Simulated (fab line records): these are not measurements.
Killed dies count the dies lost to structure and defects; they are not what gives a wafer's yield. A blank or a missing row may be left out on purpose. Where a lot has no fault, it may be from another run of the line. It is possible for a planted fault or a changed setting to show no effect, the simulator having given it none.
A lot that was struck, set against a sound lot / flow rit_cmos / 18 steps out of a route of 202
Sound: the wafers L282.1, L282.3, L282.5. The struck wafers were L297.1, L297.3, L297.5. The cause is named last.
At each step with rows: each side's tool, then ch and its chambers, then its first start. Under that, the readings that differ: sound wafers / struck wafers / difference of the means / sigmas: that difference in standard deviations of wafers without a fault.
alike: a reading whose means differ by less than 2 such deviations, as well as words and numbers matching on both sides. not compared: withheld readings; readings where some wafer has no value; bounds like >300 that might hide an equal value; numbers whose values overlap and for which the record gives no deviation.
Wherever a step has rows on one side only, a row that says differs or no value, or a row with sigmas, the two part there. Numbers that have no deviation but don't overlap get no sigmas and don't part them. A reading that every wafer of one side lacks parts them only if that side has two wafers or more.

first, 4 steps without rows for these wafers: RIT_PSD_SOFTBAKE_02 (time 60 s); RIT_PSD_EXPOSE_03 (exposes mask M10, target cd 40900 nm); RIT_PSD_PEB_04; RIT_PSD_DEVELOP_05 (develop time 50 s).
RIT_PSD_OVL_MEAS_06:
  struck on overlay-02, day 6 13:50; sound on overlay-01, day 3 12:20
  alike: PSD_OVL
then, 2 steps without rows for these wafers: RIT_PSD_HARDBAKE_07 (time 60 s); RIT_PSD_IMPLANT_08.
RIT_PSD_STRIP_09: strips in O2, time 180 s.
  sound on plasma_asher-01 ch 0,1, day 3 12:40; struck on plasma_asher-02 ch 1, day 6 14:10
  alike: drypump_motor_current_A
  not compared: rf_hours_counter_h
RIT_PSD_TW_MEAS_10:
  struck on film_metro-03, day 6 14:21; sound on film_metro-01, day 3 12:50
  alike: PSD_TW
then, 3 steps without rows for these wafers: RIT_SDANNEAL_CLEAN_00 (cleans in SC1, time 600 s); RIT_SDANNEAL_CLEAN_01 (cleans in dHF, time 30 s); RIT_SDANNEAL_CLEAN_02 (cleans in SC2, time 600 s).
RIT_SDANNEAL_RTA_03: time 5 s.
  sound on rtp_anneal-01 ch 0, day 3 13:47; struck on rtp_anneal-02 ch 0, day 6 14:46
reading=wafer_temp_C_max; sound=1052.5 1050.5 1052.4; struck=1047.9 1044.6 1044.6; difference=-6.1; sigmas=-5
RIT_SDANNEAL_RS_MEAS_04: the measuring method here is four-point-probe.
  struck on film_metro-02, day 6 14:50; sound on film_metro-01, day 3 13:51
reading=PSD_RS (ohm/sq); sound=116.21 116.11 115.72; struck=121.92 121.95 121.88; difference=+5.90; sigmas=+21
RIT_SDANNEAL_RS_MEAS_05: the measuring method here is four-point-probe.
  struck on film_metro-02, day 6 14:57; sound on film_metro-01, day 3 13:58
reading=NSD_RS (ohm/sq); sound=83.9 84.1 84.2; struck=85.2 85.3 85.3; difference=+1.2; sigmas=+4
RIT_SDANNEAL_RS_MEAS_06: the measuring method here is four-point-probe.
  struck on film_metro-02, day 6 15:04; sound on film_metro-01, day 3 14:05
reading=PLDD_RS (ohm/sq); sound=178.1 178.1 178.0; struck=183.6 184.0 184.3; difference=+5.9; sigmas=+13
RIT_SDANNEAL_RS_MEAS_07: the measuring method here is four-point-probe.
  struck on film_metro-02, day 6 15:11; sound on film_metro-01, day 3 14:13
  alike: NLDD_RS
RIT_M1_PROBE_99:
  struck on prober-02, day 6 22:15; sound on prober-02, day 3 21:15
reading=model.etest.contact_pplus.end_ohm_um; sound=44.93 44.41 44.61; struck=45.63 45.1 48.02; difference=+1.60; sigmas=
reading=model.etest.vpnp.gain; sound=1.02 1.043 1.015; struck=0.9788 0.9648 0.9641; difference=-0.0568; sigmas=
reading=model.etest.diode_pplus_comb.cj_ff_um2; sound=2.015 2.013 2.019; struck=1.942 1.95 1.941; difference=-0.071; sigmas=
reading=model.etest.diode_pplus_nwell.cj_ff_um2; sound=1.724 1.715 1.736; struck=1.643 1.644 1.642; difference=-0.082; sigmas=
  alike: killed_at_contacts, killed_at_front_end, killed_dies, killed_open, killed_short
  not compared: model.etest.contact_nplus.end_ohm_um, model.etest.cap_p_gate.vfb_v

## WHERE THEY PART
At RIT_SDANNEAL_RTA_03 first; at RIT_SDANNEAL_RS_MEAS_06 last (within this record only). Later steps at which nothing parts them and some readings are alike: RIT_SDANNEAL_RS_MEAS_07, RIT_M1_PROBE_99.

WHY: what had been put in by the simulator
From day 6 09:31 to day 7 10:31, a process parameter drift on rtp_anneal-02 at RIT_SDANNEAL_RTA_03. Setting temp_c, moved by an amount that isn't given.
